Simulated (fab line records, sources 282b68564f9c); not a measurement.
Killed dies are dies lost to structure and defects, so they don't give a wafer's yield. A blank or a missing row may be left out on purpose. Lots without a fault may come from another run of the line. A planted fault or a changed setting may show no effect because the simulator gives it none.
fab line records | flow rit_cmos
record lots=14 wafers=42 last_day=8
route steps=202 shown M1@189
lots that met no fault: from a run of the same line without faults
start_h: hours from the record's first day to the start of the lot's first wafer shown | wait_h: hours since the lot's step before | " the same as in the row above | L1.1+2: a row that stands for several wafers | - no value, or no start given | * or withheld: withheld | < > ~ a bound
route shown NAME@n: a module of which the file shows steps, and the number in the route of the first | usual: mean/standard deviation of fault-free wafers | same: alike in all rows | chamber/n: place in a boat | sites: the reading at each site | _std_site: their standard deviation | _edge_site: outer sites' mean less inner sites' | radius_mm: how far each site lies from the wafer's centre | mask NAME#n: copy n | behind: the tool/chamber that last shaped the wafer | hold: why the lot was held/for how many hours/how that ended | device: the transistor (n, p or np) that didn't switch | end of line: the same wafers' tests at the end of the route | a step without rows: its recipe alone | killed: dies lost to structure and defects at the first sort, not the wafer's yield | map: a wafer's dies, x killed, . not, _ none there
set.NAME: the setting as run; set.NAME@STEP: as run at that earlier step | model.NAME: the simulator's own value behind a step, which no gauge read
steps of the route over a sample of lots; a table a step, a row a wafer
## steps
# step RIT_M1_SOFTBAKE_05
# recipe resist=NOVOLAK temp_c=90 time_s=60
# usual heater_power_total_W=34.56/0.05 plate_temp_C=90.00/0.13
# columns lot.wafer tool chamber start_h wait_h heater_power_total_W plate_temp_C
L281.1 litho_track-03 0 55.66 0.1 34.63 90.07
L281.4 " 0 " " 34.61 89.90
L281.6 " 0 " " 34.62 90.16
L282.2 litho_track-01 0 61.36 0.1 34.56 89.89
L282.4 " 0 " " 34.62 89.95
L282.6 " 0 " " 34.56 89.97
L283.1 litho_track-03 0 65.28 0.1 34.52 90.04
L283.5 " 0 " " 34.54 89.93
L283.6 " 0 " " 34.57 90.10
L284.2 litho_track-03 0 71.18 0.1 34.53 89.92
L284.3 " 0 " " 34.53 90.12
L284.6 " 0 " " 34.57 90.08
L285.1 litho_track-02 0 80.98 0.1 34.60 89.83
L285.2 " 0 " " 34.57 89.88
L285.6 " 0 " " 34.55 89.93
L286.2 litho_track-02 0 82.72 0.1 34.48 90.19
L286.5 " 0 " " 34.59 90.01
L286.6 " 0 " " 34.57 90.14
L287.1 litho_track-03 0 84.70 0.1 34.56 90.16
L287.3 " 0 " " 34.57 90.08
L287.6 " 0 " " 34.51 89.87
L293.1 litho_track-03 0 124.27 0.1 35.20 91.16
L293.4 " 0 " " 35.14 91.67
L293.6 " 0 " " 35.11 91.29
L294.1 litho_track-01 0 126.14 0.1 34.54 89.69
L294.4 " 0 " " 34.66 89.82
L294.5 " 0 " " 34.64 89.66
L295.2 litho_track-03 0 130.41 0.1 35.25 91.32
L295.5 " 0 " " 35.25 91.45
L295.6 " 0 " " 35.15 91.28
L297.2 litho_track-01 0 143.46 0.1 34.58 89.99
L297.4 " 0 " " 34.47 89.70
L297.6 " 0 " " 34.56 89.94
L298.3 litho_track-02 0 153.99 0.1 34.57 90.26
L298.4 " 0 " " 34.54 90.06
L298.6 " 0 " " 34.58 90.13
L300.3 litho_track-02 0 155.69 0.1 34.54 90.04
L300.5 " 0 " " 34.50 90.04
L300.6 " 0 " " 34.62 89.87
L304.3 litho_track-01 0 177.10 0.1 34.54 89.76
L304.4 " 0 " " 34.54 89.76
L304.6 " 0 " " 34.52 90.15
# step RIT_M1_PROBE_99
# usual defect_limited_yield=97.4/1.2 killed_at_M0_to_M3=0.0/0.083 killed_at_contacts=0.1/0.23 killed_at_front_end=7/3.1 killed_dies=7/3.1 killed_open=3.3/2 killed_short=3.6/1.9 sort_bin_3_pad_short=0.1/0.23 sort_bin_5_function=1.5/0.81 sort_bin_6_memory=1.0/0.63 sort_n_pass=257/3.1 sort_yield_pct=97.4/1.2
# same gross_dies=264 killed_at_M4_up=0 killed_at_back_side=0 killed_at_other=0
# columns lot.wafer tool chamber start_h wait_h defect_limited_yield[%] killed_at_M0_to_M3 killed_at_contacts killed_at_front_end killed_dies killed_open killed_short sort_bin_3_pad_short[%] sort_bin_5_function[%] sort_bin_6_memory[%] sort_n_pass sort_yield_pct[%]
L293.1 prober-02 - 127.64 0.1 97.7 0 0 6 6 2 4 0 1.5 0.8 258 97.7
L293.4 prober-02 - 127.79 0.2 95.5 0 0 12 12 7 5 0 3.8 0.8 252 95.5
L293.6 prober-02 - 127.89 0.2 94.3 0 0 15 15 6 9 0.4 3.4 1.9 249 94.3
L300.3 prober-01 - 158.98 0.2 95.5 0 0 12 12 9 3 0 3.0 1.5 252 95.5
L300.5 prober-01 - 159.08 0.2 95.1 0 0 13 13 8 5 0.4 3.0 1.5 251 95.1
L300.6 prober-01 - 159.13 0.2 96.2 0 0 10 10 4 6 0.4 1.1 2.3 254 96.2
# killed by level:class
L293.1 GATE:geometric_particle:short=4 GATE:geometric_particle:open=1 REOX:geometric_particle:open=1
L293.4 GATE:geometric_particle:open=5 GATE:geometric_particle:short=3 SILICIDE:geometric_particle:open=2 FOX2:geometric_particle:short=1 SILICIDE:geometric_particle:short=1
L293.6 GATE:geometric_particle:short=4 GATE:geometric_particle:open=2 REOX:geometric_particle:short=2 FOX1:geometric_particle:short=1 FOX2:geometric_particle:short=1 FOX2:geometric_particle:open=1 REOX:geometric_particle:open=1 SPACER:geometric_particle:open=1
L300.3 GATE:geometric_particle:open=5 GATE:geometric_particle:short=2 REOX:geometric_particle:open=2 SPACER:geometric_particle:short=1 SPACER:geometric_particle:open=1 SILICIDE:geometric_particle:open=1
L300.5 FOX2:geometric_particle:open=2 GATE:geometric_particle:open=2 SPACER:geometric_particle:short=2 SILICIDE:geometric_particle:open=2 FOX1:geometric_particle:open=1 FOX2:geometric_particle:short=1 GATE:geometric_particle:short=1 SPACER:geometric_particle:open=1
L300.6 GATE:geometric_particle:short=4 FOX1:geometric_particle:short=2 FOX2:geometric_particle:open=2 FOX1:geometric_particle:open=1 GATE:geometric_particle:open=1
## key
first_sign step=RIT_M1_SOFTBAKE_05 reading=heater_power_total_W direction=up sigmas=12 usual=34.56 struck=35.18
effect step=RIT_M1_SOFTBAKE_05 reading=plate_temp_C direction=up sigmas=10 usual=* struck=*
met_at RIT_M1_SOFTBAKE_05
struck_lots L293,L295
loop_trim step=RIT_M1_EXPOSE_06 setting=dose lots=L295
onset_between 84.70 124.27
fault kind=process_parameter_drift tool=litho_track-03 chamber=- onset_h=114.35 steps=RIT_M1_SOFTBAKE_05 channel=temp_c offset=* shape=step end_h=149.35 acts_in=* stated=*
# loop_trim: a control loop set the setting to another value than it would have without faults
